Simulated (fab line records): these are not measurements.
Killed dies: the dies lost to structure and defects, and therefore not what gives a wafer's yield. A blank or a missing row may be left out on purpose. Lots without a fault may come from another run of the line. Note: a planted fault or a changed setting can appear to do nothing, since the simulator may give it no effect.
A struck lot beside a sound one    flow berkeley_cmos170    14 out of 331 route steps
Sound: wafers L747.1, L747.2, L747.5. Struck: wafers L736.1, L736.3, L736.6. The cause comes at the end.
Per side, at each step with rows, come the tool, then ch with its chambers, and then its first start. Under that, the readings that differ: sound wafers    struck wafers    difference of the means    sigmas: that difference in standard deviations of wafers without a fault.
alike: words and numbers the same on both sides, and readings whose means are apart by under 2 such deviations; not compared: readings that were withheld, readings missing a value for some wafer, numbers with overlapping values and no deviation given by the record, and bounds like >300 which may hide the same value.
The two part at a step that has a row with sigmas, a row that says differs or no value, or rows on one side only. Non-overlapping numbers with no deviation appear without sigmas and do not part them. A reading that every wafer of one side lacks parts them only if that side has two wafers or more.

UCB170_BACKSIDE_STRIP_03: strips in O2.
  sound on plasma_asher-01 ch 0,1, day 10 04:15; struck on plasma_asher-03 ch 0,1, day 7 08:40
  alike: drypump_motor_current_A, o2_flow_sccm, oes_product_au, strip_time_to_endpoint_s
  not compared: rf_hours_counter_h
then, 1 step without rows for these wafers: UCB170_BACKSIDE_CLEAN_04 (cleans in SPM, time 600 s).
UCB170_SDANNEAL_RTA_00: time 10 s.
  sound on rtp_anneal-01 ch 0, day 10 04:32; struck on rtp_anneal-02 ch 0, day 7 08:57
reading             sound              struck             difference  sigmas
lamp_power_pct (%)  24.3 24.3 24.3     22.2 22.3 22.3     -2.0        -2
wafer_temp_C_max    905.9 903.7 905.1  902.5 902.3 901.8  -2.7        -2
  alike: anneal_temp_c_max, chamber_o2_ppm
UCB170_SDANNEAL_RTA_01: time 5 s.
  sound on rtp_anneal-01 ch 0, day 10 04:35; struck on rtp_anneal-02 ch 0, day 7 09:01
reading           sound                 struck                difference  sigmas
wafer_temp_C_max  1056.6 1057.0 1054.9  1053.5 1053.1 1052.8  -3.0        -2
  alike: anneal_temp_c_max, chamber_o2_ppm, lamp_power_pct
UCB170_SDANNEAL_RS_MEAS_02: measurement is done with a four-point probe.
  struck on film_metro-01, day 7 09:04; sound on film_metro-01, day 10 04:39
  alike: PSD_RS
UCB170_SDANNEAL_RS_MEAS_03: measurement is done with a four-point probe.
  struck on film_metro-01, day 7 09:11; sound on film_metro-01, day 10 04:46
  alike: NSD_RS
UCB170_SDANNEAL_RS_MEAS_04: measurement is done with a four-point probe.
  struck on film_metro-01, day 7 09:19; sound on film_metro-01, day 10 04:53
  alike: PLDD_RS
UCB170_SDANNEAL_RS_MEAS_05: measurement is done with a four-point probe.
  struck on film_metro-01, day 7 09:26; sound on film_metro-01, day 10 05:01
  alike: NLDD_RS
then, 1 step without rows for these wafers: UCB170_SILICIDE_PRE_CLEAN_00 (preclean etch time 60 s).
UCB170_SILICIDE_SPUTTER_01: material Ti, target thk 30 nm, time 25 s.
  struck on pvd_sputter-03, day 7 09:37; sound on pvd_sputter-01, day 10 05:12
  alike: throttle_valve_pct
UCB170_SILICIDE_RS_MEAS_02: measurement is done with a four-point probe.
  struck on film_metro-01, day 7 09:39; sound on film_metro-04, day 10 05:14
  alike: SILICIDE_TI_RS
UCB170_SILICIDE_THK_MEAS_03: measures by xrf.
  struck on film_metro-01, day 7 09:46; sound on film_metro-04, day 10 05:21
  alike: SILICIDE_TI_THK
UCB170_SILICIDE_RTA_04: time 15 s.
  sound on rtp_anneal-02 ch 0, day 10 05:25; struck on rtp_anneal-02, day 7 09:50
  no value came back on the struck wafers for anneal_temp_c_max, chamber_o2_ppm, lamp_power_pct (%), wafer_temp_C_max; on the sound wafers anneal_temp_c_max reads 652.4 653.0 652.4
then, 1 step without rows for these wafers: UCB170_SILICIDE_WET_ETCH_05 (etches Ti in SPM, time 45 s).

## WHERE THEY PART
First at UCB170_SDANNEAL_RTA_00; last, within this record, at UCB170_SILICIDE_RTA_04.

WHY: the cause the simulator had injected
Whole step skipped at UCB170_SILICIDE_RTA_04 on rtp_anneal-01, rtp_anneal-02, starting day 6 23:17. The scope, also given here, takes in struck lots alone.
